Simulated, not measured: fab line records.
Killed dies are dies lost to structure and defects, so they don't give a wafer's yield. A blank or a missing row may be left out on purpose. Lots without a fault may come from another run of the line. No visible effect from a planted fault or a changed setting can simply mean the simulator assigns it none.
Which tool is to blame? :: flow ritCmos :: Sampling: 7 lots, 21 wafers, 3 of 202 route steps

== WHAT THE GAUGES READ, wafer by wafer ==
RIT_CONTACT_CD_MEAS_90 targets a cd of 1000 nm.
lot: L319
measured: day 3 16:29
on: cdSem-01
cdNm (nm): 999.2 999.8 1000.9

lot: L327
measured: day 5 12:20
on: cdSem-01
cdNm (nm): - - -

lot: L329
measured: day 5 20:26
on: cdSem-01
cdNm (nm): - - -

lot: L332
measured: day 6 09:57
on: cdSem-01
cdNm (nm): 998.1 998.6 997.6

lot: L334
measured: day 7 00:58
on: cdSem-02
cdNm (nm): 997.5 999.9 998.3

lot: L336
measured: day 7 05:47
on: cdSem-02
cdNm (nm): 1000.4 999.6 1000.3

lot: L339
measured: day 8 04:11
on: cdSem-01
cdNm (nm): 1001.1 1001.3 1001.0

== TOOL THAT RAN EACH LOT (tool first, then ch and the chambers of the sampled wafers, then the start) ==
lot: L319
RIT_CONTACT_CVD_00: pecvd-03 ch 0,2, day 3 14:14
RIT_CONTACT_STRIP_12: plasmaAsher-04 ch 0,1, day 3 16:18

lot: L327
RIT_CONTACT_CVD_00: pecvd-01 ch 0,1,2, day 5 10:28
RIT_CONTACT_STRIP_12: plasmaAsher-04 ch 0,1, day 5 12:10

lot: L329
RIT_CONTACT_CVD_00: pecvd-02 ch 0,1,2, day 5 18:31
RIT_CONTACT_STRIP_12: plasmaAsher-04 ch 0,1, day 5 20:16

lot: L332
RIT_CONTACT_CVD_00: pecvd-02 ch 1,2, day 6 08:04
RIT_CONTACT_STRIP_12: plasmaAsher-01 ch 0,1, day 6 09:46

lot: L334
RIT_CONTACT_CVD_00: pecvd-03 ch 0,1, day 6 22:56
RIT_CONTACT_STRIP_12: plasmaAsher-04 ch 0, day 7 00:46

lot: L336
RIT_CONTACT_CVD_00: pecvd-02 ch 0,1,2, day 7 04:01
RIT_CONTACT_STRIP_12: plasmaAsher-01 ch 0,1, day 7 05:36

lot: L339
RIT_CONTACT_CVD_00: pecvd-03 ch 1,2, day 8 02:23
RIT_CONTACT_STRIP_12: plasmaAsher-04 ch 0,1, day 8 04:00
- RIT_CONTACT_CVD_00: deposits SiO2 from TEOS, target thk 400 nm, time 61 s.
- RIT_CONTACT_STRIP_12: strips in O2, time 180 s.

== THE ANSWER, worked out from the rows above alone ==
Rule: what is usual is taken from the lots themselves. Put in order of their means at a reading, lots are off if they are a third of the lots or fewer, leave a main group of 4 or more, and stand apart from it by a gap of 3 or more times the standard deviation of the main group's means; of several such gaps the widest counts. Not used: any main group whose means are identical at the precision the tables above print for the reading. A lot without any number at a reading at which 4 lots or more have one is off too. Where the step has rows for the other lots, those lots are counted as sound.
Off: L327, L329, at RIT_CONTACT_CD_MEAS_90 (cdNm). Without a number there: L327, L329. Mean 999.6 nm and standard deviation 1.1 in the main group.
If a tool, at a process step before that reading, ran all the lots that are off and no sound lot after the first of them, it fits. Those tools and the gauges at RIT_CONTACT_CD_MEAS_90 are tried in the same way. None of those tried fits.

== WHAT THE SIMULATOR HAD INSERTED ==
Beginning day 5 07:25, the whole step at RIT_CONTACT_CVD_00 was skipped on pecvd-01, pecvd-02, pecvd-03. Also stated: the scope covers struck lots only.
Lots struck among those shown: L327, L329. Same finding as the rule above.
